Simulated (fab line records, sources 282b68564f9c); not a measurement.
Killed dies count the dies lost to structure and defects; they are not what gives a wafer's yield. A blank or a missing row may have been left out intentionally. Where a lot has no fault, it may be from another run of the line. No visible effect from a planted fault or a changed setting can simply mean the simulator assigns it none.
Comparing a struck lot with a sound one :: flow rit cmos :: 11 out of 202 route steps
Sound: these wafers, L852.2, L852.4, L852.5. The struck wafers were L844.3, L844.4, L844.6. The cause is given at the end.
Order at every step that has rows: each side's tool, ch and its chambers, its first start. Under that, the readings that differ: sound wafers :: struck wafers :: difference of the means :: sigmas: that difference in standard deviations of wafers without a fault.
alike: same words and numbers on both sides, and readings whose means sit less than 2 such deviations apart. not compared: any withheld reading, any reading some wafer has no value for, any bound like >300 that may hide the same value, and any number with overlapping values for which the record gives no deviation.
A row with sigmas, a row that says differs or no value, or rows on one side alone: a step with any of these is where the two part. Numbers that don't overlap but have no deviation are shown without sigmas and don't part them. A reading that every wafer of one side lacks parts them only if that side has two wafers or more.

RIT_ACTIVE_BOW_MEAS_00:
  struck on film metro-03, day 3 17:02; sound on film metro-02, day 5 09:01
  alike: INCOMING_BOW
then, 1 step without rows for these wafers: RIT_ACTIVE_OXIDATION_01 (target thk 46.8 nm, ox time 3360 s).
RIT_ACTIVE_THK_MEAS_02:
  struck on film metro-02, day 3 19:26; sound on film metro-03, day 5 11:04
  alike: ACTIVE_OXIDE_THK
then, 1 step without rows for these wafers: RIT_ACTIVE_CVD_03 (deposits Si3N4 from SiH2Cl2/NH3, target thk 150 nm, time 1500 s).
RIT_ACTIVE_THK_MEAS_04:
  struck on film metro-04, day 3 21:38; sound on film metro-03, day 5 12:32
  alike: ACTIVE_NITRIDE_THK
then, 4 steps without rows for these wafers: RIT_ACTIVE_HMDS_05 (prime time 60 s); RIT_ACTIVE_COAT_06 (resist thk 1000 nm); RIT_ACTIVE_SOFTBAKE_07 (time 60 s); RIT_ACTIVE_EXPOSE_08 (exposes mask M1, target cd 1400 nm).
RIT_ACTIVE_PEB_09:
  sound on litho track-04 ch 0, day 5 13:11; struck on litho track-03, day 3 22:25
reading: exhaust pa (Pa)
sound: 43.7 44.5 45.4
struck: - - -
difference: no value on the struck wafers
sigmas: 
  not compared: chill plate temp C
then, 1 step without rows for these wafers: RIT_ACTIVE_DEVELOP_10 (develop time 48.94 s).

== WHERE THEY PART ==
Only at RIT_ACTIVE_PEB_09, within this record.

WHY: what the simulator had put in
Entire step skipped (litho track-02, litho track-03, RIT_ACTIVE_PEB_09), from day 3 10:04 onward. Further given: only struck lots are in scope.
